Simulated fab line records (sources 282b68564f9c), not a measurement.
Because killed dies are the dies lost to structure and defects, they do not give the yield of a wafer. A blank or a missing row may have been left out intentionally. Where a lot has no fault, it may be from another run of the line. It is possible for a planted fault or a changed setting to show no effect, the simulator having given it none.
Problem report in the 8D (eight disciplines) form, filled by code :: flow rit_cmos :: the parts of the form that need people (team, actions taken, sign-off) are left out

== 1. WHAT IS WRONG ==
Mean CONTACT_TEOS_THK at RIT_CONTACT_THK_MEAS_01: 324 nm over 2 wafers in 2 lots; fault-free wafers: 402 nm, standard deviation 5.5. Relative to the usual mean, that is a shift of -14 standard deviations.
Seen first at day 5 13:47 on film_metro-01, wafer L840.5. Wafers with a number at this step in the record: 39, from 13 lots. By rule, "out" or "out of limits" means more than 4 standard deviations away from the usual mean. The other wafers with a number count as sound.

== 2. WHAT IT IS, AND WHAT IT ISN'T ==
question: which readings at this step
is: CONTACT_TEOS_THK
is not: -

question: which lots
is: L840, L843
is not: L828, L829, L830, L831, L832, L833, L834, L835, L847, L848, L850

question: which wafers of those lots
is: L840.5, L843.4
is not: L840.2, L840.4, L843.1, L843.5

question: read on which gauges
is: film_metro-01
is not: film_metro-03, film_metro-04

question: when
is: from day 5 13:47
is not: up to then (26 sound wafers); but 11 sound wafers of L843, L847, L848, L850 came after

== 3. THE SUSPECTS, EACH WITH WHAT RULES IT OUT ==
Counting: if a tool at a process step up to the reading ran every lot that is out, it stays a suspect. Sound lots after the first of them don't rule it out here, since some wafers of a struck lot are sound.
- the gauge at RIT_CONTACT_THK_MEAS_01 has been ruled out. All the wafers that are out were read on film_metro-01, but those of them that RIT_CONTACT_CVD_00 has rows for are out there too, on other tools.
- pecvd-04 at RIT_CONTACT_CVD_00 (deposits SiO2 from TEOS, target thk 400 nm, time 61 s): kept. It ran every lot that is out, first L840 (day 5 13:44); its last sound lot up to then is L834 (day 4 09:52). On those wafers its own readings are out: run_length_s.
- In pecvd-04 at RIT_CONTACT_CVD_00, the wafers that are out were processed in chamber 1 and their sound lot-mates in chambers 0, 2.
The count leaves pecvd-04 at RIT_CONTACT_CVD_00.

== 4. THE CAUSE (what the simulator had put in) ==
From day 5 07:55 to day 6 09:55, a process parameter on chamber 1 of pecvd-04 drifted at RIT_CONTACT_CVD_00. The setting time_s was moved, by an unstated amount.
After counting, this tool was the only one left.

== 5. THE CHAIN OF EFFECTS, in route order ==
Rows list readings where the struck wafers' mean (over those with a number) sits beyond 3 standard deviations from the usual. Only readings for which the record gives a usual standard deviation are gone through. hours: the time from each lot's start at the first step in this table that gives one to its start at this step, as a median over the lots. sigmas: the change in usual standard deviations.
hours: 0
step: RIT_CONTACT_CVD_00
reading: run_length_s
usual: 88.7 s
on struck wafers: 75.5
change: -13.2
sigmas: -18

hours: 0
step: RIT_CONTACT_THK_MEAS_01
reading: CONTACT_TEOS_THK
usual: 402 nm
on struck wafers: 324
change: -78
sigmas: -14
The process steps in it:
- RIT_CONTACT_CVD_00: deposits SiO2 from TEOS, target thk 400 nm, time 61 s.
Readings that are blank on the struck wafers while sound wafers have them: rf_fwd_power_W at RIT_CONTACT_CVD_00; susceptor_temp_C at RIT_CONTACT_CVD_00.

== 6. WHAT WOULD HAVE CAUGHT IT SOONER ==
Counted from the fault's start at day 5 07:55, it took 6 hours until the first out-of-limits reading at a measuring or inspecting step in this record, taken at day 5 13:47.
Tool's own readings at RIT_CONTACT_CVD_00, run_length_s: out on all struck wafers the step has rows for; an alarm limit on them would have tripped on the first.
L843, from the lots that are out (2), started RIT_CONTACT_CVD_00 on pecvd-04 later than day 5 13:47. Had the tool been put on hold then, it would have been spared.
